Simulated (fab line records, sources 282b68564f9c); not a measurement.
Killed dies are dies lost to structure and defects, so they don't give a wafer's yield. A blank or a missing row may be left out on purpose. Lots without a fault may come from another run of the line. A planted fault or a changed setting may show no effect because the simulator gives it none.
fab line records | flow rit_cmos
record lots=14 wafers=42 last_day=7
route steps=202 shown ACTIVE@15
lots that met no fault: from a run of the same line without faults
start_h: hours from the record's first day to the start of the lot's first wafer shown | wait_h: hours since the lot's step before | " the same as in the row above | L1.1+2: a row that stands for several wafers | - no value, or no start given | * or withheld: withheld | < > ~ a bound
route shown NAME@n: a module of which the file shows steps, and the number in the route of the first | usual: mean/standard deviation of fault-free wafers | same: alike in all rows | chamber/n: place in a boat | sites: the reading at each site | _std_site: their standard deviation | _edge_site: outer sites' mean less inner sites' | radius_mm: how far each site lies from the wafer's centre | mask NAME#n: copy n | behind: the tool/chamber that last shaped the wafer | hold: why the lot was held/for how many hours/how that ended | device: the transistor (n, p or np) that didn't switch | end of line: the same wafers' tests at the end of the route | a step without rows: its recipe alone | killed: dies lost to structure and defects at the first sort, not the wafer's yield | map: a wafer's dies, x killed, . not, _ none there
set.NAME: the setting as run; set.NAME@STEP: as run at that earlier step | model.NAME: the simulator's own value behind a step, which no gauge read
steps of the route over a sample of lots; a table a step, a row a wafer
services: from which hour (start_h, from the record's first day; less than 0 if before it) a tool's chamber was out of use, for how many hours, and why
## steps
# step RIT_ACTIVE_STRIP_14
# recipe chemistry=O2 time_s=180 resist=NOVOLAK platen_temp_c=withheld power_w=500 pressure_mtorr=4000 o2_flow_sccm=4000
# usual chamber_pressure_mTorr=4000/3.6 drypump_motor_current_A=5.7/0.35 o2_flow_sccm=3998/12
# columns lot.wafer tool chamber start_h wait_h chamber_pressure_mTorr drypump_motor_current_A o2_flow_sccm rf_hours_counter_h
L996.2 plasma_asher-03 1 14.91 0.1 3998 6.0 3986 34
L996.3 " 0 " " 3999 5.4 4009 -
L996.4 " 1 " " 4006 6.0 3976 -
L997.1 plasma_asher-03 1 20.02 0.1 4004 5.9 3982 35
L997.3 " 1 " " 3996 5.9 3998 -
L997.4 " 0 " " 4003 5.5 3992 -
L999.1 plasma_asher-01 1 31.08 0.1 3999 5.3 3998 36
L999.2 " 0 " " 3999 6.1 4028 36
L999.5 " 0 " " 3994 6.1 4010 -
L102.3 plasma_asher-01 1 45.61 0.1 4005 5.3 3996 -
L102.4 " 0 " " 4001 6.1 4006 -
L102.6 " 1 " " 3999 5.3 3983 -
L103.3 plasma_asher-02 0 50.73 0.1 4006 5.3 3992 -
L103.4 " 1 " " 4010 5.9 3981 -
L103.5 " 1 " " 3997 5.9 4002 -
L106.1 plasma_asher-01 1 64.84 0.1 3999 5.3 3984 39
L106.5 " 1 " " 4006 5.3 3972 -
L106.6 " 0 " " 4000 6.1 4005 -
L107.1 plasma_asher-02 1 69.84 0.1 3998 5.9 3975 29
L107.3 " 0 " " 4005 5.3 4005 -
L107.6 " 1 " " 3997 5.9 3982 -
L108.2 plasma_asher-01 0 75.55 0.1 4006 6.1 3993 40
L108.4 " 0 " " 4001 6.1 4014 -
L108.5 " 1 " " 3997 5.3 3994 -
L110.1 plasma_asher-01 0 85.68 0.1 - - - -
L110.3 " 0 " " - - - -
L110.6 " 0 " " - - - -
L111.1 plasma_asher-03 1 89.84 0.1 - - - -
L111.3 " 1 " " - - - -
L111.6 " 1 " " - - - -
L116.1 plasma_asher-03 1 114.84 0.1 3995 5.9 4022 45
L116.5 " 0 " " 4005 5.4 4014 -
L116.6 " 1 " " 3997 5.9 4028 -
L117.1 plasma_asher-02 0 119.97 0.1 3994 5.3 3995 36
L117.4 " 1 " " 4001 5.9 4003 -
L117.5 " 0 " " 3998 5.3 3996 -
L118.1 plasma_asher-02 1 125.58 0.1 4005 5.9 4007 36
L118.4 " 1 " " 3995 5.9 4004 -
L118.5 " 1 " " 4006 5.9 4004 -
L119.3 plasma_asher-03 1 130.35 0.1 3999 6.0 3990 -
L119.5 " 1 " " 4001 5.9 4000 -
L119.6 " 0 " " 3997 5.5 4012 -
## services
# columns tool chamber start_h hours kind
plasma_asher-01 - 111.34 10.6 repair
plasma_asher-01 - 123.88 14.6 pm
## key
first_sign step=RIT_ACTIVE_STRIP_14 reading=tool_record direction=missing
effect none on later readings
met_at RIT_ACTIVE_STRIP_14
struck_lots L110,L111
later_rows_left_out L110.1,L110.3,L110.6,L111.1,L111.3,L111.6
sort_left_out L110.1,L110.3,L110.6,L111.1,L111.3,L111.6
tester_left_out L110,L111
onset_between 75.55 85.68
fault kind=skipped_step_whole tool=plasma_asher-01,plasma_asher-03 chamber=- onset_h=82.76 steps=RIT_ACTIVE_STRIP_14 scope=struck_lots_only
# tester_left_out: of these lots the tester's yield and bins aren't shown, on N5 and GAA mostly nor the transistor test; their killed dies are dies lost to structure and defects alone, not to doping, threshold or leakage, so they don't give the yield
# sort_left_out: the simulated sort isn't trusted on such a fault, so these wafers' sort isn't shown, and their yield isn't known
# later_rows_left_out: the simulator's readings of these wafers behind a module that went badly wrong aren't trusted and aren't shown, but for the sort
